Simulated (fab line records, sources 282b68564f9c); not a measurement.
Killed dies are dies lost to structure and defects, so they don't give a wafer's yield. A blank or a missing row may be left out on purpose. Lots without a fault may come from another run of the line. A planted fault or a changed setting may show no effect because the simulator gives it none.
Tool commonality check | flow rit_cmos | 14 lots, 48 wafers sampled

WHY IT WAS OPENED
At RIT_SILICIDE_RS_MEAS_02 the reading SILICIDE_TI_RS is flagged on 2 of 14 lots. Wafers without a fault read 48.0 ohm/sq, standard deviation 0.82.
Rule: a lot is flagged when every wafer of it that has a number lies more than 4 standard deviations from that mean, or none has a number. The other lots count as sound.

lot  | measured    | on            | SILICIDE_TI_RS (ohm/sq), wafer by wafer | flag
L422 | day 3 18:56 | film_metro-03 | 46.8 47.1 47.4                          |
L423 | day 3 22:47 | film_metro-03 | 48.7 48.8 48.4                          |
L424 | day 4 01:32 | film_metro-01 | 47.2 47.2 48.0                          |
L426 | day 4 18:52 | film_metro-03 | 48.8 49.0 49.0                          |
L427 | day 5 02:47 | film_metro-02 | 47.5 47.6 47.7                          |
L428 | day 5 03:02 | film_metro-01 | 47.3 46.5 46.4                          |
L429 | day 5 07:40 | film_metro-01 | 48.6 48.2 47.7                          |
L430 | day 5 14:59 | film_metro-01 | 49.6 48.9 49.9                          |
L431 | day 6 02:23 | film_metro-02 | 48.7 47.7 48.3                          |
L433 | day 6 14:52 | film_metro-03 | 47.6 48.3 47.5                          |
L438 | day 7 15:12 | film_metro-02 | 49.3 48.3 48.7                          |
L439 | day 7 15:25 | film_metro-01 | 54.4 54.2 54.6 54.9 54.8 55.1           | FLAGGED
L442 | day 8 02:52 | film_metro-03 | 53.2 53.0 53.1 53.7 53.5 53.6           | FLAGGED
L444 | day 8 07:13 | film_metro-01 | 48.5 47.9 48.3                          |
The numbers of the flagged lots are 54.0 ohm/sq on average: +6.0 ohm/sq against the usual, or +7 standard deviations.

WHICH TOOL RAN EACH LOT
The record holds 1 process step before the reading, out of a route of 202 steps. In each cell: the tool, then ch and the chambers that the sampled wafers went through, then the start.
lot  | flag    | RIT_SILICIDE_SPUTTER_01
L422 |         | pvd_sputter-02, day 3 18:47
L423 |         | pvd_sputter-03, day 3 22:38
L424 |         | pvd_sputter-04, day 4 01:20
L426 |         | pvd_sputter-03, day 4 18:39
L427 |         | pvd_sputter-02, day 5 02:38
L428 |         | pvd_sputter-04, day 5 02:53
L429 |         | pvd_sputter-02, day 5 07:29
L430 |         | pvd_sputter-03, day 5 14:47
L431 |         | pvd_sputter-02, day 6 02:14
L433 |         | pvd_sputter-02, day 6 14:43
L438 |         | pvd_sputter-02, day 7 15:02
L439 | FLAGGED | pvd_sputter-03, day 7 15:16
L442 | FLAGGED | pvd_sputter-03, day 8 02:41
L444 |         | pvd_sputter-02, day 8 07:01
What these steps do:
- RIT_SILICIDE_SPUTTER_01: material Ti, target thk 30 nm, time 240 s.
- RIT_SILICIDE_RS_MEAS_02: measures by four-point-probe.

FLAGGED OVER TOTAL, TOOL BY TOOL (the gauges that took the reading come last)
step                    | tool           | lots run | flagged | share of the flagged lots | sound lots run after its first flagged lot
RIT_SILICIDE_SPUTTER_01 | pvd_sputter-02 | 7        | 0       | none                      | -
RIT_SILICIDE_SPUTTER_01 | pvd_sputter-03 | 5        | 2       | all                       | 0
RIT_SILICIDE_SPUTTER_01 | pvd_sputter-04 | 2        | 0       | none                      | -
RIT_SILICIDE_RS_MEAS_02 | film_metro-01  | 6        | 1       | some                      | 1 (L444)
RIT_SILICIDE_RS_MEAS_02 | film_metro-02  | 3        | 0       | none                      | -
RIT_SILICIDE_RS_MEAS_02 | film_metro-03  | 5        | 1       | some                      | 0

WHAT THE TABLE ALLOWS
1 row of the table ran every flagged lot: pvd_sputter-03 at RIT_SILICIDE_SPUTTER_01.
- pvd_sputter-03 at RIT_SILICIDE_SPUTTER_01: 2 of its 5 lots flagged. Its last sound lot is L430 (day 5 14:47), its first flagged lot L439 (day 7 15:16): a fault that began between those two fits. Its own readings lie more than 4 standard deviations out on every wafer of the flagged lots: cathode_dc_power_W.
One tool is left: pvd_sputter-03 at RIT_SILICIDE_SPUTTER_01.

WHAT THE SIMULATOR HAD PUT IN
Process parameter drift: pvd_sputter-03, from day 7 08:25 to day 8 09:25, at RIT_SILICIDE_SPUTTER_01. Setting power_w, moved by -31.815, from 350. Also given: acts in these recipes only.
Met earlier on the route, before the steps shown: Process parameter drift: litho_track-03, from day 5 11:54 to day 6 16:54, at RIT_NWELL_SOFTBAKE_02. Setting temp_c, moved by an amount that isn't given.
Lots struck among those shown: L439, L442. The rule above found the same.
